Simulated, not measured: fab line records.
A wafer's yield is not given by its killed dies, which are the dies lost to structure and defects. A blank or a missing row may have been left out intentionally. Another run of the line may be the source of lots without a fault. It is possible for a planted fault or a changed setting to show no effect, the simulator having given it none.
fab line records ; flow rit-cmos
record lots=6; wafers=18; last-day=7
route steps=202 shown ACTIVE@10 FOX1@20 FOX2@23 M1@202
lots that met no fault: from a run of the same line without faults
start-h: the number of hours between the record's first day and the start of the first shown wafer of the lot ; wait-h: hours from the lot's prior step to this one ; " as in the row above ; L1.1+2: a row that stands for several wafers ; - value missing, or start not given ; * or withheld: withheld ; < > ~ a bound
route shown NAME@n: a module of which the file shows steps, and the number in the route of the first ; usual: average and standard deviation across the fault-free wafers ; same: alike in all rows ; chamber/n: place in a boat ; sites: the reading at each site ; _std_site: their standard deviation ; _edge_site: the outer-site mean with the inner-site mean subtracted ; radius-mm: for every site, how far away it sits from the centre of the wafer ; mask NAME#n: copy n ; behind: the most recent tool/chamber to have shaped the wafer ; hold: the reason the lot was held/the length of the hold in hours/how it ended ; device: the n, p or np transistor that did not switch ; end of line: tests of these same wafers at the route's end ; for a step that has no rows: nothing shown but its recipe ; killed: not the wafer's yield, but the dies lost to structure and defects at the first sort ; map: a wafer's dies, marking killed ones x, the rest . and places with no die _
set.NAME: the setting that was run; set.NAME@STEP: the one run at that earlier step ; model.NAME: the simulator's own value behind a step, which no gauge read
lots at selected steps of the route; one table per step, one row per wafer
services: a tool's chamber out of use, with start hour (start-h, from the record's first day; less than 0 if before it), hours out, and reason
## steps
# step RIT_ACTIVE_PEB_09
# recipe resist=NOVOLAK; temp-c=withheld; time-s=withheld
# step RIT_ACTIVE_DEVELOP_10
# recipe resist=NOVOLAK; develop-time-s=50; dev-temp-c=23
# step RIT_ACTIVE_CD_MEAS_11
# recipe target-cd-nm=1400
# usual cd-nm=1400.3/2.4
lot.wafer;tool;chamber;start-h;wait-h;cd-nm
L102.3;cd-sem-02;-;19.60;-;1404.7
L102.5;cd-sem-02;-;19.60;-;1403.4
L102.6;cd-sem-02;-;19.60;-;1401.0
L104.2;cd-sem-02;-;30.32;-;1399.5
L104.4;cd-sem-02;-;30.32;-;1399.7
L104.6;cd-sem-02;-;30.32;-;1401.1
L112.2;cd-sem-01;-;69.58;-;1403.3
L112.3;cd-sem-01;-;69.58;-;1405.8
L112.4;cd-sem-01;-;69.58;-;1404.2
L113.2;cd-sem-01;-;74.87;-;1405.6
L113.3;cd-sem-01;-;74.87;-;1405.3
L113.4;cd-sem-01;-;74.87;-;1405.3
L121.2;cd-sem-02;-;114.58;-;1400.2
L121.4;cd-sem-02;-;114.58;-;1401.1
L121.5;cd-sem-02;-;114.58;-;1401.2
L124.1;cd-sem-02;-;130.29;-;1395.8
L124.3;cd-sem-02;-;130.29;-;1398.5
L124.4;cd-sem-02;-;130.29;-;1399.1
# step RIT_ACTIVE_HARDBAKE_12
# recipe resist=NOVOLAK; temp-c=140; time-s=60
# step RIT_ACTIVE_ETCH_13
# recipe stop-on=SiO2; chemistry=SF6; target=Si3N4; time-s=210; over-etch-frac=0.4; SF6_flow_sccm=200; pressure-mtorr=260; rf-w=125; target-depth-a=2100
# usual drypump-motor-current-A=5.9/0.4; oes-product-au=0.823/0.015; run-length-s=238.2/0.37; throttle-valve-pct=7.51/0.13
lot.wafer;tool;chamber;start-h;wait-h;drypump-motor-current-A;oes-product-au;rf-hours-counter-h;run-length-s;throttle-valve-pct
L102.3;rie-diel-02;3;20.00;0.1;6.0;0.845;78;237.7;7.28
L102.5;rie-diel-02;1;20.00;0.1;5.7;0.819;-;238.3;7.53
L102.6;rie-diel-02;2;20.00;0.1;6.4;0.850;-;238.2;7.67
L104.2;rie-diel-02;0;30.57;0.1;5.4;0.830;79;238.5;7.26
L104.4;rie-diel-02;1;30.57;0.1;5.7;0.820;106;238.1;7.53
L104.6;rie-diel-02;0;30.57;0.1;5.4;0.826;-;238.8;7.26
L112.2;rie-diel-02;1;69.83;0.1;5.7;0.813;107;237.7;7.52
L112.3;rie-diel-02;0;69.83;0.1;5.4;0.817;80;239.1;7.26
L112.4;rie-diel-02;3;69.83;0.1;6.0;0.842;79;237.9;7.30
L113.2;rie-diel-03;3;75.12;0.1;6.5;0.841;150;237.7;7.34
L113.3;rie-diel-03;0;75.12;0.1;5.2;0.806;23;237.8;7.54
L113.4;rie-diel-03;2;75.12;0.1;5.7;0.799;60;238.3;7.40
L121.2;rie-diel-03;0;114.83;0.1;5.2;0.805;24;238.0;7.53
L121.4;rie-diel-03;3;114.83;0.1;6.6;0.835;151;237.8;7.37
L121.5;rie-diel-03;3;114.83;0.1;6.6;0.834;-;238.0;7.34
L124.1;rie-diel-03;1;130.56;0.1;6.5;0.834;6;238.7;7.51
L124.3;rie-diel-03;0;130.56;0.1;5.2;0.819;24;237.6;7.51
L124.4;rie-diel-03;2;130.56;0.1;5.7;0.802;61;238.5;7.41
# step RIT_ACTIVE_STRIP_14
# recipe chemistry=O2; time-s=180; resist=NOVOLAK; platen-temp-c=withheld; power-w=500; pressure-mtorr=4000; o2-flow-sccm=4000
# usual drypump-motor-current-A=5.9/0.4; rf-refl-power-W=6.0/0.86
lot.wafer;tool;chamber;start-h;wait-h;drypump-motor-current-A;rf-hours-counter-h;rf-refl-power-W
L102.3;plasma-asher-03;1;20.19;0.1;6.0;-;4.6
L102.5;plasma-asher-03;1;20.19;0.1;6.0;-;4.7
L102.6;plasma-asher-03;0;20.19;0.1;6.2;-;6.3
L104.2;plasma-asher-03;1;30.70;0.1;6.0;39;4.8
L104.4;plasma-asher-03;1;30.70;0.1;6.0;-;4.6
L104.6;plasma-asher-03;1;30.70;0.1;6.0;-;4.7
L112.2;plasma-asher-04;0;69.97;0.1;6.3;26;6.5
L112.3;plasma-asher-04;1;69.97;0.1;5.2;-;6.6
L112.4;plasma-asher-04;0;69.97;0.1;6.3;-;6.5
L113.2;plasma-asher-04;0;75.25;0.1;6.3;27;6.9
L113.3;plasma-asher-04;1;75.25;0.1;5.2;-;6.9
L113.4;plasma-asher-04;0;75.25;0.1;6.3;-;6.7
L121.2;plasma-asher-04;0;114.97;0.1;6.4;31;7.1
L121.4;plasma-asher-04;1;114.97;0.1;5.2;-;6.7
L121.5;plasma-asher-04;0;114.97;0.1;6.4;-;6.7
L124.1;plasma-asher-04;1;130.69;0.1;5.2;33;6.7
L124.3;plasma-asher-04;1;130.69;0.1;5.2;-;6.6
L124.4;plasma-asher-04;0;130.69;0.1;6.4;-;7.1
# step RIT_ACTIVE_CD_MEAS_90
# recipe target-cd-nm=1400
# usual cd-nm=1400.4/2.4
lot.wafer;tool;chamber;start-h;wait-h;cd-nm
L102.3;cd-sem-01;-;20.34;0.1;1404.5
L102.5;cd-sem-01;-;20.34;0.1;1403.5
L102.6;cd-sem-01;-;20.34;0.1;1401.5
L104.2;cd-sem-02;-;30.89;0.1;1399.8
L104.4;cd-sem-02;-;30.89;0.1;1399.4
L104.6;cd-sem-02;-;30.89;0.1;1401.4
L112.2;cd-sem-02;-;70.16;0.1;1403.5
L112.3;cd-sem-02;-;70.16;0.1;1405.4
L112.4;cd-sem-02;-;70.16;0.1;1404.5
L113.2;cd-sem-02;-;75.45;0.1;1405.9
L113.3;cd-sem-02;-;75.45;0.1;1405.3
L113.4;cd-sem-02;-;75.45;0.1;1405.6
L121.2;cd-sem-01;-;115.16;0.1;1400.0
L121.4;cd-sem-01;-;115.16;0.1;1401.4
L121.5;cd-sem-01;-;115.16;0.1;1401.3
L124.1;cd-sem-02;-;130.87;0.1;1396.2
L124.3;cd-sem-02;-;130.87;0.1;1398.3
L124.4;cd-sem-02;-;130.87;0.1;1399.3
# step RIT_ACTIVE_CLEAN_15
# recipe chemistry=SC1; mix=3:3:50; time-s=600; temp-c=75
# step RIT_ACTIVE_CLEAN_16
# recipe chemistry=dHF; dilution=50:1; time-s=30
# step RIT_ACTIVE_CLEAN_17
# recipe chemistry=SC2; mix=3:3:50; time-s=600; temp-c=75; dry=n2-spin
# step RIT_FOX1_OXIDATION_00
# recipe temp-c=1100; ambient=H2O; target-thk-a=3507; p-h2o-torr=720; ox-time-s=1130
# step RIT_FOX1_THK_MEAS_01
# recipe reads=SiO2_of_FOX1_OXIDATION_00
# usual FOX1_OXIDE_THK=352/7.4
lot.wafer;tool;chamber;start-h;wait-h;FOX1_OXIDE_THK[nm]
L102.3;film-metro-02;-;22.13;0.0;348
L102.5;film-metro-02;-;22.13;0.0;347
L102.6;film-metro-02;-;22.13;0.0;345
L104.2;film-metro-01;-;32.69;0.0;367
L104.4;film-metro-01;-;32.69;0.0;364
L104.6;film-metro-01;-;32.69;0.0;371
L112.2;film-metro-04;-;72.02;0.0;360
L112.3;film-metro-04;-;72.02;0.0;354
L112.4;film-metro-04;-;72.02;0.0;349
L113.2;film-metro-04;-;77.27;0.0;346
L113.3;film-metro-04;-;77.27;0.0;344
L113.4;film-metro-04;-;77.27;0.0;339
L121.2;film-metro-04;-;119.95;0.0;355
L121.4;film-metro-04;-;119.95;0.0;350
L121.5;film-metro-04;-;119.95;0.0;353
L124.1;film-metro-01;-;134.25;0.0;359
L124.3;film-metro-01;-;134.25;0.0;363
L124.4;film-metro-01;-;134.25;0.0;361
# step RIT_FOX1_WET_ETCH_02
# recipe chemistry=BOE; target-depth-nm=350; time-s=390; temp-c=21.5; dry=n2-spin; dilution=10:1; target=SiO2
# usual run-length-s=420/3.9
lot.wafer;tool;chamber;start-h;wait-h;run-length-s
L102.3;wet-bench-03;2;22.17;0.0;414
L102.5;wet-bench-03;2;22.17;0.0;414
L102.6;wet-bench-03;2;22.17;0.0;414
L104.2;wet-bench-02;1;32.74;0.0;425
L104.4;wet-bench-02;1;32.74;0.0;425
L104.6;wet-bench-02;1;32.74;0.0;425
L112.2;wet-bench-03;3;72.07;0.0;657
L112.3;wet-bench-03;3;72.07;0.0;657
L112.4;wet-bench-03;3;72.07;0.0;657
L113.2;wet-bench-03;3;77.32;0.0;658
L113.3;wet-bench-03;3;77.32;0.0;658
L113.4;wet-bench-03;3;77.32;0.0;658
L121.2;wet-bench-01;1;120.00;0.0;416
L121.4;wet-bench-01;1;120.00;0.0;416
L121.5;wet-bench-01;1;120.00;0.0;416
L124.1;wet-bench-02;3;134.31;0.1;416
L124.3;wet-bench-02;3;134.31;0.1;416
L124.4;wet-bench-02;3;134.31;0.1;416
# step RIT_FOX2_OXIDATION_00
# recipe temp-c=1100; ambient=H2O; target-thk-a=3507; p-h2o-torr=720; ox-time-s=1130
# step RIT_M1_PROBE_99
# usual killed-at-contacts=0.1/0.27; killed-at-front-end=6.4/2.9; killed-dies=6.5/3; killed-open=3.3/1.9; killed-short=3.2/1.7
# same gross-dies=264; killed_at_M0_to_M3=0; killed_at_M4_up=0; killed-at-back-side=0; killed-at-other=0
lot.wafer;tool;chamber;start-h;wait-h;killed-at-contacts;killed-at-front-end;killed-dies;killed-open;killed-short;model.etest.nldd.width-nm;model.etest.pldd.width-nm;model.etest.nplus-sal.width-nm;model.etest.pplus-sal.width-nm;model.etest.nmos-narrow.drive-ua-um;model.etest.pmos-narrow.drive-ua-um;model.etest.nldd.line-ohm-um;model.etest.pplus-sal.line-ohm-um
L102.3;prober-01;-;63.70;0.2;0;7;7;4;3;3173;3161;3459;3468;224.9;101.7;121.3;1.255
L102.5;prober-01;-;63.80;0.2;0;6;6;1;5;3194;3188;3436;3459;224.6;104.9;117.4;1.256
L102.6;prober-01;-;63.85;0.2;0;8;8;5;3;3161;3177;3448;3445;223.8;102.2;119.9;1.254
L104.2;prober-01;-;73.54;0.1;0;7;7;4;3;3154;3157;3436;3440;218.5;98.96;129.7;1.259
L104.4;prober-01;-;73.64;0.2;0;5;5;4;1;3157;3150;3401;3430;213.6;96.19;128.9;1.266
L104.6;prober-01;-;73.74;0.2;0;8;8;2;6;3174;3179;3431;3437;215.1;96.22;129.8;1.27
L112.2;prober-01;-;115.01;0.1;1;7;8;4;4;2951;2953;3334;3338;178.7;78.89;131.2;1.317
L112.3;prober-01;-;115.06;0.2;0;6;6;4;2;2968;2979;3344;3351;176.9;77.76;133.5;1.307
L112.4;prober-01;-;115.11;0.2;0;9;9;6;3;2971;2981;3381;3379;180.5;79.33;130.4;1.309
L113.2;prober-02;-;118.89;0.1;0;6;6;4;2;2994;2976;3389;3379;176.7;78.22;124;1.283
L113.3;prober-02;-;118.94;0.2;0;9;9;4;5;2997;2975;3409;3386;180.1;78.42;121.7;1.296
L113.4;prober-02;-;118.99;0.2;0;7;7;3;4;2985;2997;3378;3371;177.7;78.04;123.3;1.283
L121.2;prober-02;-;165.73;0.1;0;5;5;3;2;3185;3188;3463;3452;224.2;101.9;110.5;1.244
L121.4;prober-02;-;165.83;0.2;0;2;2;2;0;3172;3172;3436;3428;217.6;99.11;112.1;1.237
L121.5;prober-02;-;165.88;0.2;0;4;4;3;1;3171;3168;3452;3449;224.8;101.4;110.5;1.222
L124.1;prober-01;-;178.63;0.1;0;10;10;2;8;3161;3173;3456;3440;224;101.2;121.7;1.266
L124.3;prober-01;-;178.73;0.2;0;5;5;3;2;3156;3158;3408;3407;218.3;98.09;118.5;1.262
L124.4;prober-01;-;178.78;0.2;0;6;6;2;4;3156;3135;3427;3441;223.5;100.8;121.4;1.298
# killed by level:class
L102.3 GATE:geometric-particle:open=3 FOX1:geometric-particle:short=1 GATE:geometric-particle:short=1 REOX:geometric-particle:short=1 SPACER:geometric-particle:open=1
L102.5 GATE:geometric-particle:short=2 FOX2:geometric-particle:short=1 GATE:geometric-particle:open=1 SPACER:geometric-particle:short=1 SILICIDE:geometric-particle:short=1
L102.6 FOX2:geometric-particle:open=2 GATE:geometric-particle:short=2 FOX1:geometric-particle:open=1 SPACER:geometric-particle:short=1 SPACER:geometric-particle:open=1 SILICIDE:geometric-particle:open=1
L104.2 GATE:geometric-particle:open=3 FOX1:geometric-particle:short=1 SPACER:geometric-particle:open=1 SPACER:geometric-particle:short=1 SILICIDE:geometric-particle:short=1
L104.4 GATE:geometric-particle:open=3 GATE:geometric-particle:short=1 SILICIDE:geometric-particle:open=1
L104.6 GATE:geometric-particle:short=4 GATE:geometric-particle:open=2 FOX1:geometric-particle:short=1 REOX:geometric-particle:short=1
L112.2 FOX1:geometric-particle:open=2 FOX2:geometric-particle:open=2 SILICIDE:geometric-particle:short=2 GATE:geometric-particle:short=1 CONTACT:geometric-particle:short=1
L112.3 ACTIVE:geometric-particle:open=1 FOX2:geometric-particle:short=1 GATE:geometric-particle:open=1 REOX:geometric-particle:open=1 SPACER:geometric-particle:open=1 SILICIDE:geometric-particle:short=1
L112.4 GATE:geometric-particle:short=3 GATE:geometric-particle:open=2 REOX:geometric-particle:open=2 SILICIDE:geometric-particle:open=2
L113.2 FOX2:geometric-particle:open=2 SPACER:geometric-particle:open=2 SPACER:geometric-particle:short=2
L113.3 GATE:geometric-particle:open=2 SPACER:geometric-particle:short=2 FOX1:geometric-particle:open=1 FOX2:geometric-particle:short=1 GATE:geometric-particle:short=1 SPACER:geometric-particle:open=1 SILICIDE:geometric-particle:short=1
L113.4 FOX1:geometric-particle:short=2 GATE:geometric-particle:open=2 REOX:geometric-particle:short=2 SPACER:geometric-particle:open=1
L121.2 GATE:geometric-particle:open=2 GATE:geometric-particle:short=1 REOX:geometric-particle:open=1 SILICIDE:geometric-particle:short=1
L121.4 GATE:geometric-particle:open=1 SILICIDE:geometric-particle:open=1
L121.5 GATE:geometric-particle:open=2 SPACER:geometric-particle:open=1 SPACER:geometric-particle:short=1
L124.1 GATE:geometric-particle:short=4 SPACER:geometric-particle:short=2 FOX1:geometric-particle:short=1 FOX2:geometric-particle:open=1 FOX2:geometric-particle:short=1 SILICIDE:geometric-particle:open=1
L124.3 FOX1:geometric-particle:open=2 FOX2:geometric-particle:short=1 GATE:geometric-particle:open=1 SPACER:geometric-particle:short=1
L124.4 GATE:geometric-particle:short=2 FOX1:geometric-particle:open=1 FOX2:geometric-particle:short=1 REOX:geometric-particle:short=1 SILICIDE:geometric-particle:open=1
## services
tool;chamber;start-h;hours;kind
wet-bench-02;-;8.84;4.4;pm
plasma-asher-03;-;10.82;4.0;repair
rie-diel-03;-;27.62;14.6;pm
wet-bench-01;-;69.76;3.5;repair
rie-diel-02;3;89.32;9.2;repair
wet-bench-01;-;92.97;1.9;pm
rie-diel-03;0;118.01;4.7;repair
rie-diel-03;3;119.72;3.0;repair
## key
first-sign step=RIT_FOX1_WET_ETCH_02; reading=run-length-s; direction=up; sigmas=61; usual=*; struck=*
effect none on later readings
model-effect step=RIT_M1_PROBE_99; value=etest.nldd.width-nm; without=3180; struck=2978
met-at RIT_FOX1_WET_ETCH_02
struck-wafers L112.2,L112.3,L112.4,L113.2,L113.3,L113.4
tester-left-out L112,L113
onset-between 22.17 72.07
fault kind=process-parameter-drift; tool=wet-bench-03; chamber=-; onset-h=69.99; steps=RIT_FOX1_WET_ETCH_02; channel=time-s; offset=*; shape=step; end-h=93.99; acts-in=*; stated=*
# tester-left-out: of these lots the tester's yield and bins aren't shown, on N5 and GAA mostly nor the transistor test; their killed dies are dies lost to structure and defects alone, not to doping, threshold or leakage, so they don't give the yield
